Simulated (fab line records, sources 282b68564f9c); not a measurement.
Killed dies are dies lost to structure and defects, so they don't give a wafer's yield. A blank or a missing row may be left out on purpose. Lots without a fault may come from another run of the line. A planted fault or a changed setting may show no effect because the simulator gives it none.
Which tool did it? | flow rit_cmos | 14 lots, 42 wafers sampled, at 2 steps of a route of 202

WHAT THE GAUGES READ, wafer by wafer
The record holds no reading of a measuring or inspecting step that can be judged against a usual standard deviation.

WHICH TOOL RAN EACH LOT (tool, then ch and the chambers of the sampled wafers, then the start)
lot  | RIT_PRETRO_IMPLANT_08          | RIT_M1_PROBE_99
L240 | implanter-04 ch 0, day 2 11:35 | -
L244 | implanter-03 ch 0, day 3 09:58 | -
L245 | implanter-03 ch 0, day 3 12:34 | -
L246 | implanter-02 ch 0, day 3 18:57 | prober-02, day 4 23:17
L247 | implanter-02 ch 0, day 4 05:11 | -
L248 | implanter-03 ch 0, day 4 10:25 | -
L250 | implanter-03 ch 0, day 4 17:54 | -
L251 | implanter-02 ch 0, day 4 20:05 | -
L252 | implanter-03 ch 0, day 5 00:01 | -
L254 | implanter-02 ch 0, day 5 12:25 | prober-02, day 6 16:40
L259 | implanter-03 ch 0, day 6 10:59 | -
L260 | implanter-04 ch 0, day 6 16:09 | -
L261 | implanter-04 ch 0, day 6 21:50 | prober-01, day 8 00:28
L262 | implanter-02 ch 0, day 7 02:59 | -
- RIT_PRETRO_IMPLANT_08
- RIT_M1_PROBE_99

WHAT THE TOOLS THEMSELVES READ (means of the sampled wafers that have a number; where no wafer has one, the mark that the record gives instead)
RIT_PRETRO_IMPLANT_08.
lot  | tool         | dose_ions_cm2 | tilt_deg (degrees)
L240 | implanter-04 | 1.2017e+13    | 7.006
L244 | implanter-03 | 1.1997e+13    | 7.019
L245 | implanter-03 | 1.2022e+13    | 7.029
L246 | implanter-02 | 1.1999e+13    | 7.003
L247 | implanter-02 | 1.2008e+13    | 7.009
L248 | implanter-03 | 1.2005e+13    | 7.012
L250 | implanter-03 | 1.2019e+13    | 6.973
L251 | implanter-02 | 1.2007e+13    | 6.991
L252 | implanter-03 | 1.1996e+13    | 5.248
L254 | implanter-02 | 1.2000e+13    | 6.985
L259 | implanter-03 | 1.2017e+13    | 5.258
L260 | implanter-04 | 1.1982e+13    | 7.028
L261 | implanter-04 | 1.1997e+13    | 7.023
L262 | implanter-02 | 1.2011e+13    | 7.022

RIT_M1_PROBE_99.
lot  | tool      | killed_at_contacts | killed_at_front_end | killed_dies | killed_open | killed_short
L246 | prober-02 | 0.0                | 8                   | 7.7         | 3.3         | 4.3
L254 | prober-02 | 0.0                | 7                   | 6.7         | 3.7         | 3.0
L261 | prober-01 | 0.0                | 7                   | 6.7         | 3.7         | 3.0

THE ANSWER, worked out from the rows above alone
Rule: what is usual is taken from the lots themselves. Put in order of their means at a reading, lots are off if they are a third of the lots or fewer, leave a main group of 4 or more, and stand apart from it by a gap of 3 or more times the standard deviation of the main group's means; of several such gaps the widest counts. A main group whose means are all the same, to the digits that the tables above print for the reading, isn't used. A lot without any number at a reading at which 4 lots or more have one is off too. The other lots that the step has rows for count as sound. The gauges are gone through in route order, then the tools' own readings, and for those a lot's mean is taken as printed above. The first step at which some lot is off is used, and at that step the reading that is off furthest; a lot without a number counts as furthest.
Off: L252, L259, at RIT_PRETRO_IMPLANT_08 (tilt_deg). The main group: mean 7.008 degrees, standard deviation 0.017.
A tool fits if, at that step or a process step before it, it ran every lot that is off, and no sound lot after the first of them. One fits: implanter-03 at RIT_PRETRO_IMPLANT_08. Its last sound lot is L250 (day 4 17:54), its first lot that is off L252 (day 5 00:01): a fault that began between those two fits.
The tool's own readings at RIT_PRETRO_IMPLANT_08 bear it out: on the lots that are off they differ by more than 5 times the standard deviation of the sound lots' means. tilt_deg reads 5.253 degrees there against 7.008 degrees on the sound lots.

WHAT THE SIMULATOR HAD PUT IN
Process parameter drift: implanter-03, from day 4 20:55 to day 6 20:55, at RIT_PRETRO_IMPLANT_08. Setting tilt_deg, moved by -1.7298, from 7. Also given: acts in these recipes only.
Lots struck among those shown: L252, L259. The rule above found the same.
